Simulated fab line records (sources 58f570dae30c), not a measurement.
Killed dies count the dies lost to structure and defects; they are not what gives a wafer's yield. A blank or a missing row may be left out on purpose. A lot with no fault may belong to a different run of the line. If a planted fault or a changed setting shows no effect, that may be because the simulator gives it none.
Check of tool commonality / flow berkeley_cmos170 / 14 lots and 48 wafers in the sample

== WHAT PROMPTED THE OPENING ==
At UCB170_SPACER_THK_MEAS_01 the reading SPACER_TEOS_THK is flagged on 2 of 14 lots. Fault-free wafers read 378 nm, with a standard deviation of 4.8.
Rule: flag the lot when none of its wafers has a number, or when each of its wafers that has one lies beyond 4 standard deviations from that mean. As for the other lots, they are considered sound.

lot=L446; measured=day 7 16:37; on=film_metro-02; SPACER_TEOS_THK (nm), wafer by wafer=379 382 385; flag=
lot=L444; measured=day 7 16:48; on=film_metro-02; SPACER_TEOS_THK (nm), wafer by wafer=375 380 380; flag=
lot=L448; measured=day 8 00:35; on=film_metro-03; SPACER_TEOS_THK (nm), wafer by wafer=373 376 378; flag=
lot=L450; measured=day 8 12:53; on=film_metro-02; SPACER_TEOS_THK (nm), wafer by wafer=380 381 387; flag=
lot=L452; measured=day 9 06:44; on=film_metro-03; SPACER_TEOS_THK (nm), wafer by wafer=381 383 381; flag=
lot=L453; measured=day 9 06:55; on=film_metro-04; SPACER_TEOS_THK (nm), wafer by wafer=379 373 382; flag=
lot=L456; measured=day 10 05:14; on=film_metro-02; SPACER_TEOS_THK (nm), wafer by wafer=361 374 373; flag=
lot=L455; measured=day 10 05:15; on=film_metro-03; SPACER_TEOS_THK (nm), wafer by wafer=373 384 383; flag=
lot=L454; measured=day 10 05:52; on=film_metro-03; SPACER_TEOS_THK (nm), wafer by wafer=511 516 526 511 516 526; flag=FLAGGED
lot=L459; measured=day 10 08:20; on=film_metro-03; SPACER_TEOS_THK (nm), wafer by wafer=375 382 379; flag=
lot=L462; measured=day 10 19:15; on=film_metro-04; SPACER_TEOS_THK (nm), wafer by wafer=368 372 373; flag=
lot=L460; measured=day 10 19:41; on=film_metro-04; SPACER_TEOS_THK (nm), wafer by wafer=524 523 527 524 524 527; flag=FLAGGED
lot=L466; measured=day 12 00:26; on=film_metro-03; SPACER_TEOS_THK (nm), wafer by wafer=374 381 380; flag=
lot=L465; measured=day 12 00:35; on=film_metro-04; SPACER_TEOS_THK (nm), wafer by wafer=370 371 372; flag=
On average the flagged lots' numbers are 521 nm, which is +143 nm against the usual, or +30 standard deviations.

== WHICH TOOL EACH LOT WENT THROUGH ==
The record holds 1 process step before the reading, out of a route of 331 steps. In each cell: the tool, then ch and the chambers that the sampled wafers went through, then the start.
lot=L446; flag=; UCB170_SPACER_CVD_00=pecvd-04 ch 0,1, day 7 16:33
lot=L444; flag=; UCB170_SPACER_CVD_00=pecvd-02 ch 1,2, day 7 16:43
lot=L448; flag=; UCB170_SPACER_CVD_00=pecvd-01 ch 0,1, day 8 00:31
lot=L450; flag=; UCB170_SPACER_CVD_00=pecvd-04 ch 1,2, day 8 12:50
lot=L452; flag=; UCB170_SPACER_CVD_00=pecvd-02 ch 0,2, day 9 06:42
lot=L453; flag=; UCB170_SPACER_CVD_00=pecvd-04 ch 0,1,2, day 9 06:52
lot=L456; flag=; UCB170_SPACER_CVD_00=pecvd-04 ch 0,1, day 10 05:11
lot=L455; flag=; UCB170_SPACER_CVD_00=pecvd-02 ch 1,2, day 10 05:11
lot=L454; flag=FLAGGED; UCB170_SPACER_CVD_00=pecvd-04 ch 0,1,2, day 10 05:49
lot=L459; flag=; UCB170_SPACER_CVD_00=pecvd-02 ch 0,1, day 10 08:16
lot=L462; flag=; UCB170_SPACER_CVD_00=pecvd-01 ch 0,2, day 10 19:12
lot=L460; flag=FLAGGED; UCB170_SPACER_CVD_00=pecvd-04 ch 1,2, day 10 19:37
lot=L466; flag=; UCB170_SPACER_CVD_00=pecvd-02 ch 1,2, day 12 00:24
lot=L465; flag=; UCB170_SPACER_CVD_00=pecvd-01 ch 0,1, day 12 00:32
These steps, and what they do:
- UCB170_SPACER_CVD_00: deposits SiO2 from TEOS/O2, target thk 376 nm, time 47 s.
- UCB170_SPACER_THK_MEAS_01

== FLAGGED OVER TOTAL, TOOL BY TOOL (the gauges that took the reading come last) ==
step=UCB170_SPACER_CVD_00; tool=pecvd-01; lots run=3; flagged=0; share of the flagged lots=none; sound lots run after its first flagged lot=-
step=UCB170_SPACER_CVD_00; tool=pecvd-02; lots run=5; flagged=0; share of the flagged lots=none; sound lots run after its first flagged lot=-
step=UCB170_SPACER_CVD_00; tool=pecvd-04; lots run=6; flagged=2; share of the flagged lots=all; sound lots run after its first flagged lot=0
step=UCB170_SPACER_THK_MEAS_01; tool=film_metro-02; lots run=4; flagged=0; share of the flagged lots=none; sound lots run after its first flagged lot=-
step=UCB170_SPACER_THK_MEAS_01; tool=film_metro-03; lots run=6; flagged=1; share of the flagged lots=some; sound lots run after its first flagged lot=2 (L459,L466)
step=UCB170_SPACER_THK_MEAS_01; tool=film_metro-04; lots run=4; flagged=1; share of the flagged lots=some; sound lots run after its first flagged lot=1 (L465)

== WHAT IS ALLOWED BY THE TABLE ==
In the table, 1 row covers all flagged lots: pecvd-04 at UCB170_SPACER_CVD_00.
- pecvd-04 at UCB170_SPACER_CVD_00 ran 6 lots, 2 of them flagged. It ran its last sound lot, L456, at day 10 05:11 and its first flagged lot, L454, at day 10 05:49: a fault with its onset between the two fits.
Just one tool remains: pecvd-04 at UCB170_SPACER_CVD_00.

== WHAT WAS PUT IN BY THE SIMULATOR ==
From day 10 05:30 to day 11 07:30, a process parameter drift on pecvd-04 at UCB170_SPACER_CVD_00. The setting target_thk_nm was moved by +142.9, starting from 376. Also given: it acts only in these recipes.
Lots struck among those shown: L454, L460. The rule above found the same.
